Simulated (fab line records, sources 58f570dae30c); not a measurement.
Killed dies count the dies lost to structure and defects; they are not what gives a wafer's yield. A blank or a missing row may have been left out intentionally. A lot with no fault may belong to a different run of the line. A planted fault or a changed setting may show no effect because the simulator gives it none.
The tool behind it: which one? -- flow berkeley cmos170 -- 42 wafers from 14 lots sampled at 4 of the route's 331 steps

## WHAT EACH GAUGE READ, for each wafer
UCB170_SILICIDE_THK_MEAS_03: measures by xrf. Usual: SILICIDE_TI_THK typically reads 30.0 nm, with standard deviation 0.35.
lot,measured,on,SILICIDE_TI_THK (nm),flag
L467,day 7 06:35,film metro-01,29.9 29.9 30.0,
L466,day 7 06:47,film metro-02,29.8 29.6 29.8,
L470,day 7 13:35,film metro-04,30.0 30.7 30.3,
L468,day 7 13:36,film metro-01,30.1 30.2 30.0,
L469,day 7 13:54,film metro-04,30.2 29.9 30.3,
L472,day 7 15:46,film metro-04,30.2 29.8 30.4,
L471,day 7 15:59,film metro-02,29.5 29.5 29.6,
L474,day 8 15:58,film metro-04,30.4 30.6 30.5,
L483,day 10 09:22,film metro-02,29.7 29.7 29.7,
L482,day 10 09:52,film metro-04,29.8 29.9 29.9,
L484,day 10 14:18,film metro-02,30.1 29.9 29.9,
L489,day 11 15:28,film metro-04,30.0 29.9 29.8,
L486,day 11 15:53,film metro-04,30.1 29.9 30.0,
L488,day 11 16:05,film metro-02,29.9 30.2 30.5,

UCB170_CONTACT_OVL_MEAS_16. Usual: CONTACT_OVL typically reads -5 nm, with standard deviation 5.2.
lot,measured,on,CONTACT_OVL (nm),flag
L467,day 7 11:01,overlay-02,-6 -3 -3,
L466,day 7 14:10,overlay-01,2 2 -4,
L470,day 7 18:37,overlay-02,-8 -11 -7,
L468,day 7 18:23,overlay-01,-3 -3 -5,
L469,day 7 19:04,overlay-01,-14 -9 -12,
L472,day 7 20:04,overlay-01,-15 -19 -9,
L471,day 7 20:17,overlay-02,-11 -5 -10,
L474,day 8 19:53,overlay-02,3 3 0,
L483,day 10 13:52,overlay-02,3 2 -1,
L482,day 10 14:08,overlay-02,-9 -8 -3,
L484,day 10 18:59,overlay-01,-8 -3 -7,
L489,day 11 20:05,overlay-01,-12 -16 -4,
L486,day 11 20:38,overlay-01,-7 -5 -1,
L488,day 11 21:35,overlay-01,-1 -4 -2,

UCB170_V1_THK_MEAS_01. Usual: V1_TEOS_THK typically reads 2006 nm, with standard deviation 29.
lot,measured,on,V1_TEOS_THK (nm),flag
L467,day 7 17:20,film metro-03,2003 1973 2046,
L466,day 7 20:17,film metro-03,1994 1992 2045,
L470,day 8 01:20,film metro-03,1944 1977 2011,
L468,day 8 01:21,film metro-04,2026 2065 2065,
L469,day 8 01:30,film metro-03,1966 2006 2033,
L472,day 8 01:30,film metro-04,1991 1999 2037,
L471,day 8 01:26,film metro-01,1968 1963 2012,
L474,day 9 04:14,film metro-01,2014 1993 2051,
L483,day 10 22:39,film metro-03,1995 2021 2039,
L482,day 10 22:38,film metro-01,2270 2260 1983,OFF
L484,day 11 03:56,film metro-03,2010 2007 2023,
L489,day 12 02:46,film metro-04,1990 2032 2001,
L486,day 12 02:47,film metro-03,1975 2057 2302,OFF
L488,day 12 05:53,film metro-04,1960 1929 2012,

## TOOL THAT RAN EACH LOT (tool first, then ch and the chambers of the sampled wafers, then the start)
lot,UCB170_V1_CVD_00
L467,"pecvd-03 ch 0,1,2, day 7 17:11"
L466,"pecvd-01 ch 0,1,2, day 7 20:08"
L470,"pecvd-04 ch 0,2, day 8 01:11"
L468,"pecvd-01 ch 0,1, day 8 01:11"
L469,"pecvd-01 ch 0,1, day 8 01:20"
L472,"pecvd-04 ch 0,1, day 8 01:20"
L471,"pecvd-03 ch 0,1, day 8 01:16"
L474,"pecvd-03 ch 0,1,2, day 9 04:05"
L483,"pecvd-04 ch 0,2, day 10 22:29"
L482,"pecvd-01 ch 0,1, day 10 22:29"
L484,"pecvd-03 ch 0,1, day 11 03:46"
L489,"pecvd-03 ch 0,1,2, day 12 02:36"
L486,"pecvd-01 ch 0,1,2, day 12 02:36"
L488,"pecvd-04 ch 0,2, day 12 05:43"
- UCB170_V1_CVD_00: deposits SiO2 from TEOS/O2, target thk 2000 nm, time 250 s.

## WHAT THE TOOLS THEMSELVES READ (means of the sampled wafers that have a number; where no wafer has one, the mark that the record gives instead)
UCB170_V1_CVD_00. Usual: heater power w at 245 W, with a standard deviation of 44.
lot,tool,heater power w (W),flag
L467,pecvd-03,275,
L466,pecvd-01,275,
L470,pecvd-04,203,
L468,pecvd-01,262,
L469,pecvd-01,245,
L472,pecvd-04,237,
L471,pecvd-03,236,
L474,pecvd-03,255,
L483,pecvd-04,207,
L482,pecvd-01,230,
L484,pecvd-03,224,
L489,pecvd-03,256,
L486,pecvd-01,253,
L488,pecvd-04,232,

## THE ANSWER, worked out from the rows above alone
Rule: lot off if the mean of its wafers having a number is beyond 3 standard deviations from the usual mean. A lot without any number at a reading at which 4 lots or more have one is off too. All remaining lots with rows at the step are treated as sound. After the gauges, taken in route order, come the tools' own readings; for these a lot's mean is taken, as printed above. At the first step where some lot is off, the reading lying furthest off is the one used; lots without a number count as furthest.
Off: L482, L486, at UCB170_V1_THK_MEAS_01 (V1_TEOS_THK).
If a tool, at a process step before that reading, ran all the lots that are off and no sound lot after the first of them, it fits. The gauges at UCB170_V1_THK_MEAS_01 are tried like those tools. One fits: UCB170_V1_CVD_00 on pecvd-01. Its last sound lot is L469 (day 8 01:20), its first lot that is off L482 (day 10 22:29): a fault that began between those two fits.

## WHAT WAS PUT IN BY THE SIMULATOR
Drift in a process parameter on pecvd-01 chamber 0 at UCB170_V1_CVD_00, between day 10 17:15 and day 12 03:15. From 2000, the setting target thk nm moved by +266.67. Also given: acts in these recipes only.
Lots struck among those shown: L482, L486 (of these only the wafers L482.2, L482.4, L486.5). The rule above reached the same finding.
